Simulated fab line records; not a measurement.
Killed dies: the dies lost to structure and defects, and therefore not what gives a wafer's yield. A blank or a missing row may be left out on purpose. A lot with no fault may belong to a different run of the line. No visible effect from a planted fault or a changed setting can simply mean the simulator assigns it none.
Which tool was responsible? ; flow berkeleyCmos170 ; Sampling: 14 lots, 42 wafers, 6 of 331 route steps

== WHAT THE GAUGES SHOWED, per wafer ==
UCB170_FIELD_THK_MEAS_90.
lot;measured;on;FIELD_OXIDE_LEFT_1_THK (nm)
L942;day 5 20:17;filmMetro-01;439 438 442
L944;day 6 08:59;filmMetro-04;446 449 442
L945;day 6 23:41;filmMetro-01;442 448 440
L947;day 6 23:41;filmMetro-04;445 440 442
L946;day 6 23:45;filmMetro-01;432 437 439
L949;day 7 11:43;filmMetro-04;455 458 460
L950;day 7 11:44;filmMetro-03;457 451 457
L952;day 8 07:22;filmMetro-03;448 431 436
L956;day 9 12:47;filmMetro-03;439 438 432
L960;day 9 20:16;filmMetro-03;439 438 438
L958;day 9 20:18;filmMetro-03;444 451 451
L962;day 10 11:59;filmMetro-03;441 442 442
L961;day 10 12:02;filmMetro-04;459 450 455
L963;day 11 02:44;filmMetro-03;460 450 449

UCB170_M2_CD_MEAS_90: the cd target is 700 nm.
lot;measured;on;cdNm (nm)
L942;day 8 19:50;cdSem-02;698.7 699.7 697.2
L944;day 9 19:41;cdSem-02;695.2 699.2 695.9
L945;day 10 13:25;cdSem-02;701.1 701.2 702.2
L947;day 10 08:54;cdSem-02;700.1 699.8 700.4
L946;day 10 10:19;cdSem-02;692.1 697.8 694.1
L949;day 10 13:39;cdSem-02;699.1 696.0 697.9
L950;day 10 14:17;cdSem-01;- - -
L952;day 11 16:59;cdSem-02;- - -
L956;day 12 11:58;cdSem-01;701.1 698.8 704.3
L960;day 13 03:27;cdSem-01;699.3 696.9 698.4
L958;day 13 03:41;cdSem-02;695.3 701.3 699.0
L962;day 13 08:12;cdSem-02;703.7 701.1 700.9
L961;day 13 07:56;cdSem-02;702.4 703.4 700.1
L963;day 13 22:42;cdSem-01;701.0 701.9 704.0

== EACH LOT AND THE TOOL THAT RAN IT (in order: tool; ch and the chambers of the sampled wafers; start) ==
lot;UCB170_NVT_STRIP_08;UCB170_PVT_STRIP_08;UCB170_M2_ETCH_17;UCB170_M2_METAL_ETCH_18
L942;plasmaAsher-02 ch 0,1, day 6 14:29;plasmaAsher-03 ch 0,1, day 6 16:02;rieDiel-01 ch 0,1,3, day 8 19:31;rieMetal-02 ch 0,1, day 8 19:33
L944;plasmaAsher-01 ch 0,1, day 7 05:05;plasmaAsher-02 ch 0,1, day 7 07:39;rieDiel-01 ch 1,2,3, day 9 19:20;rieMetal-01 ch 0,1, day 9 19:23
L945;plasmaAsher-02 ch 0,1, day 7 20:55;plasmaAsher-03 ch 0,1, day 7 22:47;rieDiel-04 ch 0,1,2, day 10 13:05;rieMetal-02 ch 0,1, day 10 13:07
L947;plasmaAsher-04 ch 0,1, day 7 21:02;plasmaAsher-02 ch 0,1, day 7 22:55;rieDiel-04 ch 1,2, day 10 08:34;rieMetal-01 ch 0,1, day 10 08:37
L946;plasmaAsher-01 ch 0,1, day 7 20:52;plasmaAsher-04 ch 0,1, day 7 22:39;rieDiel-01 ch 1,2,3, day 10 09:59;rieMetal-03 ch 0,1, day 10 10:02
L949;plasmaAsher-01 ch 0,1, day 8 13:04;plasmaAsher-03 ch 0,1, day 8 14:37;rieDiel-01 ch 0,1,2, day 10 13:19;rieMetal-01 ch 0,1, day 10 13:22
L950;plasmaAsher-04 ch 0,1, day 8 13:15;plasmaAsher-04 ch 0,1, day 8 14:53;rieDiel-04 ch 0,1, day 10 13:55;rieMetal-02 ch 0,1, day 10 14:02
L952;plasmaAsher-02 ch 0,1, day 9 11:52;plasmaAsher-02 ch 0,1, day 9 13:39;rieDiel-01 ch 2,3, day 11 16:37;rieMetal-01 ch 0,1, day 11 16:43
L956;plasmaAsher-01 ch 0,1, day 10 08:17;plasmaAsher-04 ch 0,1, day 10 10:36;rieDiel-04 ch 0,1,2, day 12 11:37;rieMetal-02 ch 0,1, day 12 11:40
L960;plasmaAsher-02 ch 0,1, day 10 17:08;plasmaAsher-04 ch 0,1, day 10 21:02;rieDiel-04 ch 2,3, day 13 03:05;rieMetal-02 ch 0,1, day 13 03:11
L958;plasmaAsher-02 ch 0,1, day 10 16:58;plasmaAsher-04 ch 0,1, day 10 21:06;rieDiel-03 ch 2,3, day 13 03:21;rieMetal-03 ch 0,1, day 13 03:23
L962;plasmaAsher-01 ch 0,1, day 11 05:58;plasmaAsher-02 ch 0,1, day 11 07:29;rieDiel-01 ch 0,2, day 13 07:52;rieMetal-02 ch 1, day 13 07:55
L961;plasmaAsher-02 ch 0,1, day 11 06:11;plasmaAsher-03 ch 0,1, day 11 07:42;rieDiel-04 ch 0,1,3, day 13 07:36;rieMetal-01 ch 0,1, day 13 07:38
L963;plasmaAsher-04 ch 0,1, day 11 19:43;plasmaAsher-02 ch 0,1, day 11 22:39;rieDiel-01 ch 0,1,3, day 13 22:22;rieMetal-02 ch 0,1, day 13 22:25
- UCB170_NVT_STRIP_08: strips in O2.
- UCB170_PVT_STRIP_08: strips in O2.
- UCB170_M2_ETCH_17: etches BARC in N2/H2.
- UCB170_M2_METAL_ETCH_18: etches Al in Cl2/BCl3, stops on SiO2, target depth 1170 nm, time 195 s.

== WHAT THE TOOLS THEMSELVES READ (means of the sampled wafers that have a number; where no wafer has one, the mark that the record gives instead) ==
UCB170_NVT_STRIP_08.
lot;tool;drypumpMotorCurrentA (A);o2FlowSccm (sccm);oesProductAu (a.u.);stripTimeToEndpointS (s)
L942;plasmaAsher-02;5.7;398.9;0.736;21.70
L944;plasmaAsher-01;5.9;399.4;0.734;21.62
L945;plasmaAsher-02;5.6;400.9;0.729;21.72
L947;plasmaAsher-04;5.7;399.4;0.735;21.58
L946;plasmaAsher-01;5.5;400.4;0.729;21.62
L949;plasmaAsher-01;5.5;401.7;0.733;21.72
L950;plasmaAsher-04;5.5;400.5;0.734;21.68
L952;plasmaAsher-02;6.0;399.8;0.734;21.60
L956;plasmaAsher-01;5.5;398.9;0.733;21.71
L960;plasmaAsher-02;5.6;400.7;0.732;21.65
L958;plasmaAsher-02;5.6;400.3;0.739;21.65
L962;plasmaAsher-01;5.5;398.8;0.732;21.67
L961;plasmaAsher-02;6.0;400.1;0.737;21.63
L963;plasmaAsher-04;5.8;399.5;0.737;21.64

UCB170_PVT_STRIP_08.
lot;tool;drypumpMotorCurrentA (A);o2FlowSccm (sccm);oesProductAu (a.u.);stripTimeToEndpointS (s)
L942;plasmaAsher-03;5.6;400.5;0.739;21.67
L944;plasmaAsher-02;5.7;399.9;0.736;21.68
L945;plasmaAsher-03;5.3;399.8;0.736;21.71
L947;plasmaAsher-02;6.0;399.6;0.739;21.69
L946;plasmaAsher-04;5.8;399.6;0.736;21.75
L949;plasmaAsher-03;5.6;401.0;0.737;21.67
L950;plasmaAsher-04;5.8;400.5;0.733;21.58
L952;plasmaAsher-02;6.0;400.1;0.731;21.61
L956;plasmaAsher-04;5.8;400.2;0.730;21.62
L960;plasmaAsher-04;5.5;399.4;0.732;21.62
L958;plasmaAsher-04;5.5;398.3;0.736;21.59
L962;plasmaAsher-02;5.7;400.1;0.733;21.64
L961;plasmaAsher-03;5.6;399.5;0.733;21.64
L963;plasmaAsher-02;5.7;401.7;0.734;21.72

UCB170_M2_ETCH_17.
lot;tool;biasW (W);chamberPressureMTorr (mTorr);drypumpMotorCurrentA (A);oesProductAu (a.u.);throttleValvePct (%)
L942;rieDiel-01;101.6;29.984;5.2;0.997;13.08
L944;rieDiel-01;101.7;29.985;5.3;0.989;13.26
L945;rieDiel-04;101.6;30.000;6.1;1.005;13.11
L947;rieDiel-04;101.6;30.008;6.1;1.025;13.16
L946;rieDiel-01;101.6;30.007;5.3;0.992;13.25
L949;rieDiel-01;101.3;30.025;5.3;0.998;13.18
L950;rieDiel-04;-;-;-;-;-
L952;rieDiel-01;-;-;-;-;-
L956;rieDiel-04;101.5;30.014;6.1;1.008;13.12
L960;rieDiel-04;101.6;30.005;5.5;1.013;13.35
L958;rieDiel-03;101.7;30.022;5.3;0.997;13.29
L962;rieDiel-01;102.0;30.011;5.4;0.990;13.31
L961;rieDiel-04;101.8;30.019;5.8;1.011;13.19
L963;rieDiel-01;101.5;30.014;5.2;1.010;13.08

UCB170_M2_METAL_ETCH_18.
lot;tool;bcl3FlowSccm (sccm);biasW (W);drypumpMotorCurrentA (A);oesProductAu (a.u.);throttleValvePct (%)
L942;rieMetal-02;45.14;120.3;5.4;0.852;24.22
L944;rieMetal-01;44.93;119.9;6.1;0.850;24.52
L945;rieMetal-02;45.04;120.0;5.3;0.851;24.47
L947;rieMetal-01;45.03;119.7;6.1;0.863;24.52
L946;rieMetal-03;45.05;120.2;5.9;0.879;24.29
L949;rieMetal-01;44.99;120.1;5.8;0.867;24.59
L950;rieMetal-02;44.94;119.6;5.3;0.366;24.71
L952;rieMetal-01;44.94;120.2;6.1;0.373;24.76
L956;rieMetal-02;44.97;120.1;5.4;0.860;24.20
L960;rieMetal-02;44.90;120.1;5.4;0.862;24.20
L958;rieMetal-03;45.04;120.1;6.1;0.862;24.23
L962;rieMetal-02;44.99;120.0;5.6;0.857;23.94
L961;rieMetal-01;45.05;119.8;6.1;0.867;24.53
L963;rieMetal-02;45.13;119.8;5.4;0.859;24.20

== THE ANSWER, worked out from the rows above alone ==
Rule: what is usual is taken from the lots themselves. The widest of any qualifying gaps counts: lots, ordered by their means at a reading, are off when they make up no more than a third of the lots, leave a main group of 4 or more, and stand apart from it by 3 or more times the standard deviation of that group's means. A main group is skipped when, at the precision printed for the reading in the tables above, its means are all equal. A lot without any number at a reading at which 4 lots or more have one is off too. Where the step has rows for the other lots, those lots are counted as sound. Order of review: gauges by route order, followed by the tools' own readings, for which a lot's mean as printed above is used. At the first step where some lot is off, the reading lying furthest off is the one used; lots without a number count as furthest.
Off: L950, L952, at UCB170_M2_CD_MEAS_90 (cdNm). Without a number there: L950, L952. Main group: mean 699.5 nm, sd 2.3.
A tool fits if, at a process step before that reading, it ran every lot that is off, and no sound lot after the first of them. Not tried: the gauges at UCB170_M2_CD_MEAS_90; whatever is off there is also off at UCB170_M2_ETCH_17, on other tools, and gauge error can't account for it. None of those tried fits.

== WHAT THE SIMULATOR PUT IN ==
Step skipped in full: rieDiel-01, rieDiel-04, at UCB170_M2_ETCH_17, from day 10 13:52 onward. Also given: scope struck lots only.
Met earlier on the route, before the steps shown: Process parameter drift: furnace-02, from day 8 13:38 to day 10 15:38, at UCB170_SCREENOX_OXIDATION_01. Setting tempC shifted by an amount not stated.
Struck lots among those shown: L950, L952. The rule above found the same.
